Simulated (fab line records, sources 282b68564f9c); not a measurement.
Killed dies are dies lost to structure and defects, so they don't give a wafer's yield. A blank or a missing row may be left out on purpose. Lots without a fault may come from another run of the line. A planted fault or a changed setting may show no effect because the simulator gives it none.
A struck lot beside a sound one | flow rit_cmos | 43 steps out of a route of 202
Sound: wafers L862.2, L862.4, L862.5. Struck: wafers L878.1, L878.2, L878.3. The cause comes at the end.
At each step with rows: each side's tool, then ch and its chambers, then its first start. Under that, the readings that differ: sound wafers | struck wafers | difference of the means | sigmas: that difference in standard deviations of wafers without a fault.
alike: readings whose means differ by less than 2 such deviations, and words and numbers that are the same on both sides. not compared: withheld readings, readings that some wafer has no value for, bounds like >300 that may hide the same value, and numbers for which the record gives no deviation and whose values overlap.
The two part at a step that has a row with sigmas, a row that says differs or no value, or rows on one side only. Numbers that don't overlap but have no deviation are shown without sigmas and don't part them. A reading that every wafer of one side lacks parts them only if that side has two wafers or more.

first, 5 steps without rows for these wafers: RIT_PLDD_COAT_01 (resist thk 1000 nm); RIT_PLDD_SOFTBAKE_02 (time 60 s); RIT_PLDD_EXPOSE_03 (exposes mask M8, target cd 40900 nm); RIT_PLDD_PEB_04; RIT_PLDD_DEVELOP_05 (develop time 50 s).
RIT_PLDD_OVL_MEAS_06:
  sound on overlay-02, day 3 03:35; struck on overlay-01, day 6 07:47
  alike: PLDD_OVL
then, 2 steps without rows for these wafers: RIT_PLDD_HARDBAKE_07 (time 60 s); RIT_PLDD_IMPLANT_08.
RIT_PLDD_STRIP_09: strips in O2, time 180 s.
  sound on plasma_asher-01 ch 0,1, day 3 03:55; struck on plasma_asher-01 ch 0,1, day 6 08:07
  alike: drypump_motor_current_A
  not compared: rf_hours_counter_h
RIT_PLDD_TW_MEAS_10:
  sound on film_metro-01, day 3 04:06; struck on film_metro-03, day 6 08:17
  reading | sound          | struck         | difference | sigmas
  PLDD_TW | 2328 2313 2331 | 2351 2360 2359 | +33        | +3
then, 2 steps without rows for these wafers: RIT_SPACER_CLEAN_00 (cleans in SC1, time 600 s); RIT_SPACER_CLEAN_01 (cleans in dHF, time 30 s).
RIT_SPACER_CLEAN_02: cleans in SC2, time 600 s.
  sound on wet_bench-04 ch 3, day 3 04:20; struck on wet_bench-02 ch 0, day 6 08:34
  alike: bath_guard_temp_C
then, 1 step without rows for these wafers: RIT_SPACER_CVD_03 (deposits Si3N4 from SiH2Cl2/NH3, target thk 250 nm, time 3300 s).
RIT_SPACER_THK_MEAS_04:
  sound on film_metro-02, day 3 06:26; struck on film_metro-04, day 6 11:07
  alike: SPACER_NITRIDE_THK
RIT_SPACER_ETCHBACK_05: etches Si3N4 in SF6/CHF3, stops on SiO2, target depth 250 nm, time 240 s.
  sound on rie_diel-04 ch 0,1,3, day 3 06:29; struck on rie_diel-01 ch 0,2,3, day 6 11:11
  alike: drypump_motor_current_A, oes_product_au, throttle_valve_pct
  not compared: rf_hours_counter_h
then, 6 steps without rows for these wafers: RIT_NSD_HMDS_00 (prime time 60 s); RIT_NSD_COAT_01 (resist thk 1000 nm); RIT_NSD_SOFTBAKE_02 (time 60 s); RIT_NSD_EXPOSE_03 (exposes mask M9, target cd 40700 nm); RIT_NSD_PEB_04; RIT_NSD_DEVELOP_05 (develop time 50 s).
RIT_NSD_OVL_MEAS_06:
  sound on overlay-02, day 3 07:30; struck on overlay-01, day 6 12:11
  alike: NSD_OVL
then, 2 steps without rows for these wafers: RIT_NSD_HARDBAKE_07 (time 60 s); RIT_NSD_IMPLANT_08.
RIT_NSD_STRIP_09: strips in O2, time 180 s.
  sound on plasma_asher-01 ch 0,1, day 3 07:50; struck on plasma_asher-02 ch 0,1, day 6 12:31
  alike: drypump_motor_current_A
  not compared: rf_hours_counter_h
RIT_NSD_TW_MEAS_10:
  sound on film_metro-01, day 3 08:01; struck on film_metro-02, day 6 12:41
  alike: NSD_TW
then, 6 steps without rows for these wafers: RIT_PSD_HMDS_00 (prime time 60 s); RIT_PSD_COAT_01 (resist thk 1000 nm); RIT_PSD_SOFTBAKE_02 (time 60 s); RIT_PSD_EXPOSE_03 (exposes mask M10, target cd 40900 nm); RIT_PSD_PEB_04; RIT_PSD_DEVELOP_05 (develop time 50 s).
RIT_PSD_OVL_MEAS_06:
  sound on overlay-01, day 3 08:55; struck on overlay-01, day 6 13:44
  alike: PSD_OVL
then, 2 steps without rows for these wafers: RIT_PSD_HARDBAKE_07 (time 60 s); RIT_PSD_IMPLANT_08.
RIT_PSD_STRIP_09: strips in O2, time 180 s.
  sound on plasma_asher-01 ch 0,1, day 3 09:15; struck on plasma_asher-01 ch 0,1, day 6 14:04
  alike: drypump_motor_current_A
  not compared: rf_hours_counter_h
RIT_PSD_TW_MEAS_10:
  sound on film_metro-01, day 3 09:26; struck on film_metro-03, day 6 14:14
  alike: PSD_TW
then, 3 steps without rows for these wafers: RIT_SDANNEAL_CLEAN_00 (cleans in SC1, time 600 s); RIT_SDANNEAL_CLEAN_01 (cleans in dHF, time 30 s); RIT_SDANNEAL_CLEAN_02 (cleans in SC2, time 600 s).
RIT_SDANNEAL_RTA_03: time 5 s.
  sound on rtp_anneal-02 ch 0, day 3 09:52; struck on rtp_anneal-02 ch 0, day 6 14:41
  alike: wafer_temp_C_max
RIT_M1_PROBE_99:
  sound on prober-01, day 3 17:21; struck on prober-01, day 6 22:41
  reading             | sound | struck                                                                     | difference                   | sigmas
  hold                | - - - | await_dispo/2.6h/release await_dispo/2.6h/release await_dispo/2.6h/release | no value on the sound wafers |
  killed_at_front_end | 6 9 6 | 40 41 46                                                                   | +35                          | +12
  killed_dies         | 6 9 6 | 40 41 46                                                                   | +35                          | +12
  alike: killed_at_contacts, killed_open, killed_short

WHERE THEY PART
First at RIT_PLDD_TW_MEAS_10; last, within this record, at RIT_M1_PROBE_99.

WHY: what the simulator had put in
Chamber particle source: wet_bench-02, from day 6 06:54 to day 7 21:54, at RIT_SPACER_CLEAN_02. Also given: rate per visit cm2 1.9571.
